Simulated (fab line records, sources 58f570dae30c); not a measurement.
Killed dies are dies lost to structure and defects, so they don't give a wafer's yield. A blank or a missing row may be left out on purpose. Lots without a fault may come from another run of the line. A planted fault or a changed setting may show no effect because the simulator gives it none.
Which tool did it? | flow berkeley_cmos170 | 14 lots, 42 wafers sampled, at 1 step of a route of 331

WHAT THE GAUGES READ, wafer by wafer
UCB170_START_THK_MEAS_03. Usual: START_OXIDE_THK 20.2 nm, standard deviation 0.4.
lot  | measured    | on            | START_OXIDE_THK (nm) | flag
L207 | day 1 15:12 | film_metro-02 | 20.1 20.3 20.4       |
L208 | day 1 22:50 | film_metro-02 | 20.1 20.3 20.4       |
L210 | day 2 07:55 | film_metro-04 | 20.6 20.5 20.6       |
L211 | day 2 07:59 | film_metro-01 | 20.6 20.3 20.3       |
L212 | day 2 17:47 | film_metro-04 | 20.9 21.0 21.1       |
L213 | day 2 17:47 | film_metro-01 | 20.6 20.5 20.9       |
L215 | day 3 08:29 | film_metro-02 | 20.3 20.2 20.3       |
L216 | day 3 15:04 | film_metro-02 | 19.7 19.8 19.9       |
L219 | day 4 03:47 | film_metro-02 | 19.4 19.8 19.2       |
L220 | day 4 11:05 | film_metro-01 | 20.6 20.3 20.7       |
L224 | day 5 05:17 | film_metro-01 | 20.0 20.1 20.0       |
L228 | day 5 23:50 | film_metro-02 | 20.3 20.2 20.2       |
L229 | day 6 04:09 | film_metro-04 | 19.9 20.2 20.1       |
L230 | day 6 09:54 | film_metro-02 | 20.1 20.0 20.0       |

WHICH TOOL RAN EACH LOT (tool, then ch and the chambers of the sampled wafers, then the start)
The record holds no process step before these readings.

WHAT THE TOOLS THEMSELVES READ (means of the sampled wafers that have a number; where no wafer has one, the mark that the record gives instead)
The record holds no such reading with a usual standard deviation.

THE ANSWER, worked out from the rows above alone
Rule: a lot is off if the mean of its wafers that have a number lies more than 3 standard deviations from the usual mean. A lot without any number at a reading at which 4 lots or more have one is off too. The other lots that the step has rows for count as sound. The gauges are gone through in route order, then the tools' own readings, and for those a lot's mean is taken as printed above. The first step at which some lot is off is used, and at that step the reading that is off furthest; a lot without a number counts as furthest.
No lot is off at any reading shown: from this, nothing can be told.

WHAT THE SIMULATOR HAD PUT IN
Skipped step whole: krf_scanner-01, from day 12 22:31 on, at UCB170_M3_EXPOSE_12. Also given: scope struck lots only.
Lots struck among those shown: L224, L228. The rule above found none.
